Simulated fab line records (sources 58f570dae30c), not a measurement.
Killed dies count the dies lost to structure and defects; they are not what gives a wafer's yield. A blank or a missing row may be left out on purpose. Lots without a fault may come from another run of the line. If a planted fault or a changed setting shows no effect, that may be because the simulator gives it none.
The same fault as seen by 2 desks    flow berkeley_cmos170    each desk holds nothing but its own numbers, with what lay behind them at the end

## THE METROLOGY DESK
Means of the sampled wafers that have a number, per lot and without regard to the tool the lot ran on: this is what the gauges read. The brackets show how far a lot's mean lies from the usual mean; more than 4 standard deviations puts the lot out of limits, marked OUT.
Columns: A = cd_nm at UCB170_NSD_CD_MEAS_06, usual 1199.8 nm
lot   first seen here  A
L490  day 6 08:42      1200.4
L489  day 6 12:49      1201.5
L491  day 7 07:29      1200.3
L493  day 7 19:34      1199.4
L492  day 7 19:44      1200.0
L494  day 7 20:02      1201.0
L502  day 9 01:11      1189.2 (-7.6) OUT
L500  day 9 01:26      1187.0 (-9.1) OUT
L503  day 9 22:46      1199.9
L506  day 10 10:12     1199.8
L508  day 10 13:13     1201.0
L509  day 10 13:56     1200.3
L510  day 10 20:59     1202.4
L512  day 10 22:20     1199.4
This desk finds L500, L502 out of limits, L502 being first, at day 9 01:11 (cd_nm at UCB170_NSD_CD_MEAS_06). L490, L489, L491, L493, L492, L494, L503, L506, L508, L509, L510, L512 stayed within limits.

## DESK OF THE TOOL OWNER: litho_track-01
UCB170_NSD_PEB_04, tool's own readings: per-lot mean of the sampled wafers with a number, covering each lot this tool ran. The brackets show how far a lot's mean lies from the usual mean; more than 4 standard deviations puts the lot out of limits, marked OUT.
Columns: A = heater_power_total_W at UCB170_NSD_PEB_04, usual 56.80 W; B = plate_temp_C at UCB170_NSD_PEB_04, usual 130.01 C
lot   first seen here  A                B
L490  day 6 08:26      56.75            130.06
L502  day 9 00:55      60.26 (+71) OUT  -
L500  day 9 01:10      60.26 (+71) OUT  -
This desk finds L500, L502 out of limits, L502 being first, at day 9 00:55 (heater_power_total_W at UCB170_NSD_PEB_04). L490 stayed within limits.

## TAKEN TOGETHER
The tool owner's desk could have raised an alarm at day 9 00:55, on L500, L502.
On L500, L502, the metrology desk was in a position to raise an alarm at day 9 01:11.
Every lot named ran UCB170_NSD_PEB_04 on litho_track-01.

## WHAT HAD BEEN PUT IN BY THE SIMULATOR
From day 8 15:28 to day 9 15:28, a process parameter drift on litho_track-01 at UCB170_NSD_PEB_04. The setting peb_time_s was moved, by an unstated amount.
Struck lots among those shown: L500, L502.
Counting hours from when the fault started, the first reading out of limits came at 9 for the tool owner's desk and at 10 for the metrology desk.
